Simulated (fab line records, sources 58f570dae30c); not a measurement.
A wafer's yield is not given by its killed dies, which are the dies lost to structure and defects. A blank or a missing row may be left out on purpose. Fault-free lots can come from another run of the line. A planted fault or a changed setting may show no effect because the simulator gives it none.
2 desks looking at one fault + flow berkeley cmos170 + what lay behind the numbers comes last; until then each desk has only its own

DESK OF THE TOOL OWNER: implanter-01
The tool's own readings at UCB170_PVT_IMPLANT_07: means of the sampled wafers that have a number, for each lot that ran on this tool. A lot is out of limits, marked OUT, if its mean lies more than 4 standard deviations from the usual mean; the brackets give that distance.
Columns: A = dose ions cm2 at UCB170_PVT_IMPLANT_07, usual 1.9997e+12; B = end station pressure torr at UCB170_PVT_IMPLANT_07, usual 5.01e-06 Torr; C = faraday current uA at UCB170_PVT_IMPLANT_07, usual 6.36
| lot  | first seen here | A                            | B        | C              |
|------|-----------------|------------------------------|----------|----------------|
| L935 | day 5 15:40     | 1.9985e+12                   | 4.83e-06 | 6.41           |
| L939 | day 6 23:22     | 2.0029e+12                   | 5.02e-06 | 6.46           |
| L943 | day 7 12:35     | 2.0021e+12                   | 4.93e-06 | 6.37           |
| L948 | day 8 09:49     | 1.9987e+12                   | 4.99e-06 | 6.35           |
| L952 | day 9 04:38     | 2.8292e+12 (+99 or more) OUT | 5.01e-06 | 8.97 (+20) OUT |
| L956 | day 9 23:59     | 2.8281e+12 (+99 or more) OUT | 4.98e-06 | 8.91 (+20) OUT |
Finding of this desk: L952, L956 out of limits; the first was L952 at day 9 04:38, on dose ions cm2 at UCB170_PVT_IMPLANT_07. L935, L939, L943, L948 stayed within limits.

METROLOGY DESK
What the gauges read for every lot (on any tool): the sampled wafers with a number, averaged. A lot is out of limits, marked OUT, if its mean lies more than 4 standard deviations from the usual mean; the brackets give that distance.
Columns: A = PVT_TW at UCB170_PVT_TW_MEAS_09, usual 512
| lot  | first seen here | A             |
|------|-----------------|---------------|
| L936 | day 5 15:51     | 506           |
| L935 | day 5 15:53     | 512           |
| L938 | day 6 10:34     | 506           |
| L939 | day 6 23:37     | 517           |
| L942 | day 7 04:59     | 505           |
| L943 | day 7 12:49     | 515           |
| L945 | day 7 19:38     | 505           |
| L948 | day 8 10:04     | 508           |
| L952 | day 9 04:53     | 575 (+11) OUT |
| L951 | day 9 05:10     | 516           |
| L953 | day 9 05:28     | 505           |
| L957 | day 9 23:47     | 517           |
| L956 | day 10 00:17    | 580 (+12) OUT |
| L958 | day 10 05:17    | 509           |
This desk finds L952, L956 out of limits, with the earliest case on L952 at day 9 04:53 (PVT_TW at UCB170_PVT_TW_MEAS_09). L936, L935, L938, L939, L942, L943, L945, L948, L951, L953, L957, L958 stayed within limits.

BROUGHT TOGETHER
At day 9 04:38, on L952, L956, the tool owner's desk was in a position to raise an alarm.
An alarm was possible from the metrology desk at day 9 04:53, on L952, L956.
Every lot named ran UCB170_PVT_IMPLANT_07 on implanter-01.

WHAT WAS PUT IN BY THE SIMULATOR
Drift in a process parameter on implanter-01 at UCB170_PVT_IMPLANT_07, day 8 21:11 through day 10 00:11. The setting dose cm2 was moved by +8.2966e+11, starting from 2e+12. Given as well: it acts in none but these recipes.
Shown lots that were struck: L952, L956.
Hours from the fault's start to each desk's first reading out of limits: the tool owner's desk, 7; the metrology desk, 8.
